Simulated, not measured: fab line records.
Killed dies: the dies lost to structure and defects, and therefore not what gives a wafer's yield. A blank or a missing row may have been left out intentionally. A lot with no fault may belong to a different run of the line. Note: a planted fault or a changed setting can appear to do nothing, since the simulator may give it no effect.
A struck lot beside a sound one :: flow berkeleyCmos170 :: 16 out of 331 route steps
Sound: the wafers L247.1, L247.3, L247.4. Struck: wafers L263.4, L263.6 (left out: L263.3, a lot-mate that was not struck); the cause follows at the end.
Order at every step that has rows: each side's tool, ch and its chambers, its first start. Under that, the readings that differ: sound wafers :: struck wafers :: difference of the means :: sigmas: that difference in standard deviations of wafers without a fault.
alike: readings with means less than 2 such deviations apart, plus words and numbers identical on both sides. not compared: withheld readings, readings lacking a value on some wafer, bounds such as >300 that could conceal the same value, and numbers that have no deviation in the record and whose values overlap.
Wherever a step has rows on one side only, a row that says differs or no value, or a row with sigmas, the two part there. Numbers that don't overlap but have no deviation are shown without sigmas and don't part them. A reading missing from all wafers of one side parts the sides only when that side holds two or more wafers.

UCB170_V1_CMP_02: polishes SiO2.
  sound on cmp-01 ch 0,1,3, day 7 15:49; struck on cmp-02 ch 0,3, day 11 17:05
  alike: motorCurrentA, retainingRingPressureFrac, slurryFilterDpKPa
UCB170_V1_BOW_MEAS_03:
  sound on filmMetro-04 at day 7 16:07; struck on filmMetro-01 at day 11 17:26
  alike: V1_BOW
UCB170_V1_THK_MEAS_04:
  sound on filmMetro-04 at day 7 16:14; struck on filmMetro-01 at day 11 17:32
  alike: V1_POLISHED_THK
then, 7 steps without rows for these wafers: UCB170_V1_CLEAN_05 (cleans in DIW); UCB170_V1_HMDS_06 (prime time 60 s); UCB170_V1_COAT_07 (resist thk 900 nm); UCB170_V1_SOFTBAKE_08 (time 60 s); UCB170_V1_EXPOSE_09 (exposes mask VIA1, target cd 700 nm); UCB170_V1_PEB_10; UCB170_V1_DEVELOP_11 (develop time 45 s).
UCB170_V1_CD_MEAS_12: target cd 700 nm.
  sound on cdSem-02 at day 7 17:27; struck on cdSem-01 at day 11 19:07
  alike: cdNm
UCB170_V1_OVL_MEAS_13:
  sound on overlay-01 at day 7 17:34; struck on overlay-02 at day 11 19:13
  alike: V1_OVL
UCB170_V1_ETCH_14: etches SiO2 in CHF3/CF4/Ar, stops on Al, target depth 1250 nm, time 291 s.
  sound on rieDiel-02 ch 0,1,3, day 7 17:37; struck on rieDiel-02 ch 0, day 11 19:14
reading: rfFwdPowerW (W)
sound: 698.1 700.9 697.8
struck: 612.3 613.2
difference: -86.2
sigmas: -43

reading: model.KrF_of_V1_COAT_07.thkNm (nm)
sound: 606.9 603.9 603.5
struck: 631.9 629.7
difference: +26.0
sigmas: 
  alike: CHF3_flow_sccm, drypumpMotorCurrentA, oesProductAu, throttleValvePct
  not compared: rfHoursCounterH
UCB170_V1_STRIP_15: strips in O2.
  sound on plasmaAsher-02 ch 0,1, day 7 17:47; struck on plasmaAsher-03 ch 0,1, day 11 19:27
reading: stripTimeToEndpointS (s)
sound: 15.25 15.15 15.15
struck: 15.83 15.80
difference: +0.63
sigmas: +6
  alike: drypumpMotorCurrentA, o2FlowSccm, oesProductAu
  not compared: rfHoursCounterH
UCB170_V1_CD_MEAS_90: target cd 700 nm.
  sound on cdSem-01 at day 7 17:53; struck on cdSem-01 at day 11 19:34
reading: cdNm (nm)
sound: 701.2 700.0 699.9
struck: 695.8 695.4
difference: -4.8
sigmas: -3
UCB170_M3_PROBE_99:
  record: rows for the struck wafers here (prober-02, day 12 04:19), none for the sound ones

## WHERE THEY PART
Last at UCB170_M3_PROBE_99 as far as this record goes, first at UCB170_V1_ETCH_14.

WHY: the cause the simulator had injected
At UCB170_V1_ETCH_14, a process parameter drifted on rieDiel-02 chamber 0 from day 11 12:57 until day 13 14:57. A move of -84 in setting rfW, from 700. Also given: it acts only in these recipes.
